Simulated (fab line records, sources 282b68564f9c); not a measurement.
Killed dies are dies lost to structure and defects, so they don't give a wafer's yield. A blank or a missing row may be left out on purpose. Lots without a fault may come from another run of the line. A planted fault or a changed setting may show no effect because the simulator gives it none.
A struck lot beside a sound one | flow rit_cmos | 15 steps out of a route of 202
Sound: wafers L926.1, L926.3, L926.6. Struck: wafers L944.2, L944.5, L944.6. The cause comes at the end.
At each step with rows: each side's tool, then ch and its chambers, then its first start. Under that, the readings that differ: sound wafers | struck wafers | difference of the means | sigmas: that difference in standard deviations of wafers without a fault.
alike: readings whose means differ by less than 2 such deviations, and words and numbers that are the same on both sides. not compared: withheld readings, readings that some wafer has no value for, bounds like >300 that may hide the same value, and numbers for which the record gives no deviation and whose values overlap.
The two part at a step that has a row with sigmas, a row that says differs or no value, or rows on one side only. Numbers that don't overlap but have no deviation are shown without sigmas and don't part them. A reading that every wafer of one side lacks parts them only if that side has two wafers or more.

RIT_PSD_TW_MEAS_10:
  sound on film_metro-01, day 3 00:18; struck on film_metro-01, day 6 20:58
  alike: PSD_TW
then, 3 steps without rows for these wafers: RIT_SDANNEAL_CLEAN_00 (cleans in SC1, time 600 s); RIT_SDANNEAL_CLEAN_01 (cleans in dHF, time 30 s); RIT_SDANNEAL_CLEAN_02 (cleans in SC2, time 600 s).
RIT_SDANNEAL_RTA_03: time 5 s.
  sound on rtp_anneal-01 ch 0, day 3 00:44; struck on rtp_anneal-01 ch 0, day 6 21:26
  alike: wafer_temp_C_max
RIT_SDANNEAL_RS_MEAS_04: measures by four-point-probe.
  sound on film_metro-01, day 3 00:47; struck on film_metro-03, day 6 21:29
  alike: PSD_RS
RIT_SDANNEAL_RS_MEAS_05: measures by four-point-probe.
  sound on film_metro-01, day 3 00:55; struck on film_metro-03, day 6 21:37
  alike: NSD_RS
RIT_SDANNEAL_RS_MEAS_06: measures by four-point-probe.
  sound on film_metro-01, day 3 01:02; struck on film_metro-03, day 6 21:44
  alike: PLDD_RS
RIT_SDANNEAL_RS_MEAS_07: measures by four-point-probe.
  sound on film_metro-01, day 3 01:09; struck on film_metro-03, day 6 21:51
  alike: NLDD_RS
then, 1 step without rows for these wafers: RIT_SILICIDE_WET_ETCH_00 (etches SiO2 in BOE, target depth 14 nm, time 15 s).
RIT_SILICIDE_SPUTTER_01: material Ti, target thk 30 nm, time 240 s.
  sound on pvd_sputter-02, day 3 01:17; struck on pvd_sputter-01, day 6 21:58
  alike: cathode_dc_power_W, throttle_valve_pct
RIT_SILICIDE_RS_MEAS_02: measures by four-point-probe.
  sound on film_metro-04, day 3 01:26; struck on film_metro-01, day 6 22:08
  alike: SILICIDE_TI_RS
RIT_SILICIDE_THK_MEAS_03: measures by xrf.
  sound on film_metro-04, day 3 01:33; struck on film_metro-01, day 6 22:28
  reading              | sound             | struck            | difference | sigmas
  SILICIDE_TI_THK (nm) | 31.08 31.27 31.14 | 32.79 32.87 32.69 | +1.62      | +6
  not compared: hold
RIT_SILICIDE_RTA_04: time 10 s, ramp up 5 s, ramp down 5 s.
  sound on rtp_anneal-02 ch 0, day 3 01:37; struck on rtp_anneal-02 ch 0, day 7 01:56
  reading | sound | struck                                                                     | difference                   | sigmas
  hold    | - - - | await_dispo/3.4h/release await_dispo/3.4h/release await_dispo/3.4h/release | no value on the sound wafers |
  alike: wafer_temp_C_max
RIT_M1_PROBE_99:
  the record has rows for the struck wafers here (prober-02, day 7 09:17) and none for the sound ones

WHERE THEY PART
First at RIT_SILICIDE_THK_MEAS_03; last, within this record, at RIT_M1_PROBE_99.

WHY: what the simulator had put in
Metrology matching offset: film_metro-01, from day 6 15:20 on, at RIT_SILICIDE_THK_MEAS_03. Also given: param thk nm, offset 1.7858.
